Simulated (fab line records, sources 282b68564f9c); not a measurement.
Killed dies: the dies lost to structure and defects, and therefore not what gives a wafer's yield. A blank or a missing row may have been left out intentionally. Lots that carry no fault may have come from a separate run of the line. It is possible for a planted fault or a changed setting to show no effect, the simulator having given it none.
Comparing a struck lot with a sound one / flow rit-cmos / 44 steps out of a route of 202
Sound: wafers L427.3, L427.5, L427.6. The struck wafers were L437.1, L437.2, L437.4. The cause comes at the end.
At each step with rows: each side's tool, then ch and its chambers, then its first start. Under that, the readings that differ: sound wafers / struck wafers / difference of the means / sigmas: that difference in standard deviations of wafers without a fault.
alike: readings whose means differ by less than 2 such deviations, and words and numbers that are the same on both sides. not compared: withheld readings, readings that some wafer has no value for, bounds like >300 that may hide the same value, and numbers for which the record gives no deviation and whose values overlap.
Wherever a step has rows on one side only, a row that says differs or no value, or a row with sigmas, the two part there. When numbers do not overlap yet have no deviation, they are printed without sigmas and do not part them. A reading that every wafer of one side lacks parts them only if that side has two wafers or more.

first, 2 steps without rows for these wafers: RIT_PLDD_PEB_04; RIT_PLDD_DEVELOP_05 (develop time 50 s).
RIT_PLDD_OVL_MEAS_06:
  struck on overlay-02, day 5 03:59; sound on overlay-02, day 3 00:19
  alike: PLDD_OVL
then, 2 steps without rows for these wafers: RIT_PLDD_HARDBAKE_07 (time 60 s); RIT_PLDD_IMPLANT_08.
RIT_PLDD_STRIP_09: strips in O2, time 180 s.
  sound on plasma-asher-03 ch 0,1, day 3 00:42; struck on plasma-asher-03 ch 0,1, day 5 04:19
  alike: drypump-motor-current-A
  not compared: rf-hours-counter-h
RIT_PLDD_TW_MEAS_10:
  struck on film-metro-02, day 5 04:29; sound on film-metro-01, day 3 00:50
  alike: PLDD_TW
then, 4 steps without rows for these wafers: RIT_SPACER_CLEAN_00 (cleans in SC1, time 574.3 s); RIT_SPACER_CLEAN_01 (cleans in dHF, time 30 s); RIT_SPACER_CLEAN_02 (cleans in SC2, time 600 s); RIT_SPACER_CVD_03 (deposits Si3N4 from SiH2Cl2/NH3, target thk 250 nm, time 3300 s).
RIT_SPACER_THK_MEAS_04:
  struck on film-metro-02, day 5 08:41; sound on film-metro-02, day 3 03:44
  alike: SPACER_NITRIDE_THK
RIT_SPACER_ETCHBACK_05: etches Si3N4 in SF6/CHF3, stops on SiO2, target depth 250 nm, time 240 s.
  sound on rie-diel-03 ch 2,3, day 3 03:46; struck on rie-diel-04 ch 0,1,3, day 5 08:44
reading=model.poly-Si_of_GATE_CVD_08.thk-nm (nm); sound=170.5 170.8 170.9; struck=180.2 180.6 182.8; difference=+10.5; sigmas=
reading=model.Si3N4_of_SPACER_CVD_03.thk-nm (nm); sound=198.5 199 197.5; struck=201.5 203.1 204.9; difference=+4.8; sigmas=
  alike: drypump-motor-current-A, oes-product-au, throttle-valve-pct
  not compared: rf-hours-counter-h
then, 6 steps without rows for these wafers: RIT_NSD_HMDS_00 (prime time 60 s); RIT_NSD_COAT_01 (resist thk 1000 nm); RIT_NSD_SOFTBAKE_02 (time 60 s); RIT_NSD_EXPOSE_03 (exposes mask M9, target cd 40700 nm); RIT_NSD_PEB_04; RIT_NSD_DEVELOP_05 (develop time 50 s).
RIT_NSD_OVL_MEAS_06:
  struck on overlay-01, day 5 09:52; sound on overlay-01, day 3 04:54
  alike: NSD_OVL
then, 2 steps without rows for these wafers: RIT_NSD_HARDBAKE_07 (time 60 s); RIT_NSD_IMPLANT_08.
RIT_NSD_STRIP_09: strips in O2, time 180 s.
  sound on plasma-asher-01 ch 0,1, day 3 05:17; struck on plasma-asher-04 ch 0,1, day 5 10:12
  alike: drypump-motor-current-A
  not compared: rf-hours-counter-h
RIT_NSD_TW_MEAS_10:
  struck on film-metro-03, day 5 10:23; sound on film-metro-02, day 3 05:25
  alike: NSD_TW
then, 6 steps without rows for these wafers: RIT_PSD_HMDS_00 (prime time 60 s); RIT_PSD_COAT_01 (resist thk 1000 nm); RIT_PSD_SOFTBAKE_02 (time 60 s); RIT_PSD_EXPOSE_03 (exposes mask M10, target cd 40900 nm); RIT_PSD_PEB_04; RIT_PSD_DEVELOP_05 (develop time 50 s).
RIT_PSD_OVL_MEAS_06:
  struck on overlay-01, day 5 11:17; sound on overlay-01, day 3 06:19
  alike: PSD_OVL
then, 2 steps without rows for these wafers: RIT_PSD_HARDBAKE_07 (time 60 s); RIT_PSD_IMPLANT_08.
RIT_PSD_STRIP_09: strips in O2, time 180 s.
  sound on plasma-asher-01 ch 0,1, day 3 06:43; struck on plasma-asher-02 ch 0,1, day 5 11:38
  alike: drypump-motor-current-A
  not compared: rf-hours-counter-h
RIT_PSD_TW_MEAS_10:
  struck on film-metro-03, day 5 11:48; sound on film-metro-01, day 3 06:50
  alike: PSD_TW
then, 2 steps without rows for these wafers: RIT_SDANNEAL_CLEAN_00 (cleans in SC1, time 572.4 s); RIT_SDANNEAL_CLEAN_01 (cleans in dHF, time 30 s).
RIT_SDANNEAL_CLEAN_02: cleans in SC2, time 600 s.
  sound on wet-bench-01 ch 1, day 3 07:04; struck on wet-bench-03 ch 3, day 5 12:04
reading=model.poly-Si_of_GATE_CVD_08.thk-nm (nm); sound=166.3 166.6 166.7; struck=175.9 176.4 178.6; difference=+10.4; sigmas=
RIT_SDANNEAL_RTA_03: time 5 s.
  sound on rtp-anneal-02 ch 0, day 3 07:17; struck on rtp-anneal-02 ch 0, day 5 12:15
  alike: wafer_temp_C_max
RIT_SDANNEAL_RS_MEAS_04: uses a four-point probe to measure.
  struck on film-metro-01, day 5 12:18; sound on film-metro-02, day 3 07:22
  alike: PSD_RS
RIT_SDANNEAL_RS_MEAS_05: uses a four-point probe to measure.
  struck on film-metro-01, day 5 12:25; sound on film-metro-02, day 3 07:29
  alike: NSD_RS
RIT_SDANNEAL_RS_MEAS_06: uses a four-point probe to measure.
  struck on film-metro-01, day 5 12:32; sound on film-metro-02, day 3 07:36
  alike: PLDD_RS
RIT_SILICIDE_WET_ETCH_00: etches SiO2 in BOE, target depth 14 nm, time 15 s.
  sound on wet-bench-03 ch 2, day 3 07:48; struck on wet-bench-03 ch 3, day 5 12:47
reading=model.Si3N4_of_SPACER_CVD_03.thk-nm (nm); sound=197.3 197.9 196.3; struck=200.4 202 203.8; difference=+4.9; sigmas=
RIT_M1_PROBE_99:
  struck on prober-01, day 5 19:41; sound on prober-02, day 3 15:46
reading=model.etest.nmos_0p15.r-on-ohm-um; sound=1062 1043 1073; struck=1002 995.5 1013; difference=-56; sigmas=
reading=model.etest.nplus-sal.width-nm (nm); sound=3416 3442 3456; struck=3384 3392 3346; difference=-64; sigmas=
reading=model.etest.pplus-sal.width-nm (nm); sound=3451 3440 3418; struck=3363 3362 3342; difference=-81; sigmas=
reading=model.etest.nwell-pinched.rs-ohm-sq; sound=330.2 327.6 332.5; struck=316.7 315.4 310.2; difference=-16.0; sigmas=
reading=model.etest.pwell-pinched.rs-ohm-sq; sound=451.1 454.1 465.2; struck=429 431 439.3; difference=-24; sigmas=
reading=model.etest.nmos-narrow.drive-ua-um; sound=228.3 232.8 232.4; struck=221.4 223.3 218.6; difference=-10.1; sigmas=
reading=model.etest.nmos_0p3.drive-ua-um; sound=224.5 231 229.4; struck=219.1 221.9 218; difference=-8.6; sigmas=
  not compared: model.etest.contact-nplus.end-ohm-um

## WHERE THEY PART
Nowhere in this record.

WHY: what the simulator had put in
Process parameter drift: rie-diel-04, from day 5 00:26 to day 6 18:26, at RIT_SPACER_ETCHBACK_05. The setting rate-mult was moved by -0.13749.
